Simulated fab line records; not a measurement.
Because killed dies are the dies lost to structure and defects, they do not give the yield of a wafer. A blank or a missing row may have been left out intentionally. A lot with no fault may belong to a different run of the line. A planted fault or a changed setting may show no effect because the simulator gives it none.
Lot-split experiment | flow rit_cmos | on a route of 202 steps: 5 lots, 23 wafers read

== ABOUT THE SPLIT ==
At RIT_NLDD_SOFTBAKE_02 (time 60 s), the setting temp_c was moved away from the recipe's 90 C on 12 of the 23 wafers read, by -3.2% to -1.5%. For the rest of the wafers, this setting stayed at what the recipe calls for.

Between the split and the reading, the file records no step.

== THE READING ==
NOVOLAK_of_NLDD_COAT_01.thk_nm (the simulator's own value, which no gauge read), in nm, at RIT_NLDD_DEVELOP_05 (develop time 50 s). The file gives no usual value for it. Here, 11 wafers ran the recipe; their average is 1000.5 nm with a standard deviation of 2.6 nm.

wafer  | tool, chamber at the split | temp_c as run, C | against the recipe | NOVOLAK_of_NLDD_COAT_01.thk_nm, nm | against lot-mates on the recipe
L077.1 | litho_track-01, 0          | 90               | recipe             | 997.2                              | -
L077.2 | litho_track-01, 0          | 88.52            | -1.6%              | 1004                               | +6.1
L077.4 | litho_track-01, 0          | 88.52            | -1.6%              | 1004                               | +6.1
L077.3 | litho_track-01, 0          | 88.52            | -1.6%              | 1000                               | +2.1
L077.6 | litho_track-01, 0          | 90               | recipe             | 998.5                              | -
L081.2 | litho_track-01, 0          | 90               | recipe             | 1000                               | -
L081.3 | litho_track-01, 0          | 88.61            | -1.5%              | 1003                               | +1.5
L081.6 | litho_track-01, 0          | 88.61            | -1.5%              | 1003                               | +1.5
L081.4 | litho_track-01, 0          | 90               | recipe             | 1003                               | -
L081.5 | litho_track-01, 0          | 88.61            | -1.5%              | 1002                               | +0.5
L082.1 | litho_track-02, 0          | 87.15            | -3.2%              | 1005                               | +6.9
L082.2 | litho_track-02, 0          | 87.15            | -3.2%              | 1007                               | +8.9
L082.3 | litho_track-02, 0          | 90               | recipe             | 998.5                              | -
L082.4 | litho_track-02, 0          | 87.15            | -3.2%              | 1007                               | +8.9
L082.5 | litho_track-02, 0          | 90               | recipe             | 997.7                              | -
L084.1 | litho_track-03, 0          | 88.68            | -1.5%              | 1002                               | +2.9
L084.5 | litho_track-03, 0          | 88.68            | -1.5%              | 1002                               | +2.9
L084.2 | litho_track-03, 0          | 88.68            | -1.5%              | 1001                               | +1.9
L084.3 | litho_track-03, 0          | 90               | recipe             | 998.9                              | -
L084.6 | litho_track-03, 0          | 90               | recipe             | 999.3                              | -
L085.1 | litho_track-03, 0          | 90               | recipe             | 1005                               | -
L085.2 | litho_track-03, 0          | 90               | recipe             | 1004                               | -
L085.4 | litho_track-03, 0          | 90               | recipe             | 1003                               | -

THE FIT
A straight line over all 23 wafers: NOVOLAK_of_NLDD_COAT_01.thk_nm changes by -1.69 nm for each +1% of temp_c; r = -0.67; the points scatter about the line by 2.1 nm.
The same after taking each lot's own level away (the mean of its wafers on the recipe; 23 wafers): -2.42 nm for each +1%; r = -0.88; scatter 1.5 nm.
On that fit, the largest move of temp_c shifts the reading by 7.6 nm.
Measured against the standard deviation above, the lots' own levels, which go from 997.85 to 1004.00 nm, span 2.3 times it.
So the lot-to-lot level blurs the effect unless lot-mates are compared.
Check: with one of the wafers moved furthest among these (-3.2%) left out of the fit, the line predicts +7.5 nm for it against its lot-mates. Against them it came out at +6.9 nm.

== OTHER SPLITS APPLIED TO THESE WAFERS ==
Note: prior to the reading, these wafers also went through further splits. Each is held against what the fit with the lots' levels taken away leaves over:
other split on the same wafers       | wafers away from the commonest value | r with NOVOLAK_of_NLDD_COAT_01.thk_nm (lot level and that fit taken away)
RIT_ACTIVE_DEVELOP_10 develop_time_s | 9                                    | -0.29
RIT_NWELL_IMPLANT_08 dose_cm2        | 7                                    | -0.09
RIT_PWELL_COAT_01 resist_thk_nm      | 7                                    | -0.13
RIT_PWELL_DEVELOP_05 dev_temp_c      | 3                                    | +0.28
RIT_NRETRO_IMPLANT_08 dose_cm2       | 6                                    | -0.11
RIT_PRETRO_COAT_01 spin_rpm          | 6                                    | +0.15
RIT_GATE_OXIDATION_05 temp_c         | 5                                    | +0.47
RIT_GATE_SOFTBAKE_12 temp_c          | 8                                    | +0.23

== THE FILE'S OWN FIT ==
NOVOLAK_of_NLDD_COAT_01.thk_nm changes by -2.3 nm for each +1% of temp_c, r = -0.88.
